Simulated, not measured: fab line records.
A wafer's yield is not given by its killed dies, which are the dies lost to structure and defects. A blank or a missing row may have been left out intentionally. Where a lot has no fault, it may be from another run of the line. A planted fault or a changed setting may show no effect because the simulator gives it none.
Which tool did it? | flow rit_cmos | at 1 step of a route of 202, 14 lots with 42 wafers sampled

WHAT EACH GAUGE READ, for each wafer
Not one reading of a measure or inspect step in the record can be checked against a usual standard deviation.

TOOL THAT RAN EACH LOT (tool first, then ch and the chambers of the sampled wafers, then the start)
lot  | RIT_PWELL_DEVELOP_05
L598 | litho_track-02 ch 0, day 1 22:00
L600 | litho_track-01 ch 0, day 2 09:00
L601 | litho_track-01 ch 0, day 2 13:00
L603 | litho_track-01 ch 0, day 2 22:00
L604 | litho_track-01 ch 0, day 3 04:00
L605 | litho_track-01 ch 0, day 3 10:00
L609 | litho_track-04, day 4 08:00
L610 | litho_track-01, day 4 17:00
L614 | litho_track-01 ch 0, day 5 08:00
L616 | litho_track-04 ch 0, day 5 17:00
L617 | litho_track-02 ch 0, day 5 20:00
L618 | litho_track-01 ch 0, day 6 02:00
L619 | litho_track-02 ch 0, day 6 06:00
L620 | litho_track-04 ch 0, day 6 13:00
- RIT_PWELL_DEVELOP_05: develop time 68 s.

AS READ BY THE TOOLS THEMSELVES (means over the sampled wafers that have a number; for cases with no such wafer, the mark the record gives instead)
RIT_PWELL_DEVELOP_05. Usual: chill_plate_temp_C 23.00 C, standard deviation 0.097.
lot  | tool           | chill_plate_temp_C (C) | flag
L598 | litho_track-02 | 22.96                  |
L600 | litho_track-01 | 23.01                  |
L601 | litho_track-01 | 23.05                  |
L603 | litho_track-01 | 22.88                  |
L604 | litho_track-01 | 22.94                  |
L605 | litho_track-01 | 23.03                  |
L609 | litho_track-04 | -                      | OFF
L610 | litho_track-01 | -                      | OFF
L614 | litho_track-01 | 22.98                  |
L616 | litho_track-04 | 22.86                  |
L617 | litho_track-02 | 23.00                  |
L618 | litho_track-01 | 22.92                  |
L619 | litho_track-02 | 23.07                  |
L620 | litho_track-04 | 22.83                  |

THE ANSWER, worked out from the rows above alone
Rule: a lot counts as off when the mean over its wafers that have a number is more than 3 standard deviations away from the usual mean. A lot without any number at a reading at which 4 lots or more have one is off too. The other lots that the step has rows for count as sound. First the gauges in route order, then the tools' own readings, where a lot's mean is used as printed above. At the first step where some lot is off, the reading lying furthest off is the one used; lots without a number count as furthest.
Off: L609, L610 (RIT_PWELL_DEVELOP_05, chill_plate_temp_C). Without a number there: L609, L610.
A tool fits if, at that step or a process step before it, it ran every lot that is off, and no sound lot after the first of them. Of those tried, none fits.

WHAT WAS PUT IN BY THE SIMULATOR
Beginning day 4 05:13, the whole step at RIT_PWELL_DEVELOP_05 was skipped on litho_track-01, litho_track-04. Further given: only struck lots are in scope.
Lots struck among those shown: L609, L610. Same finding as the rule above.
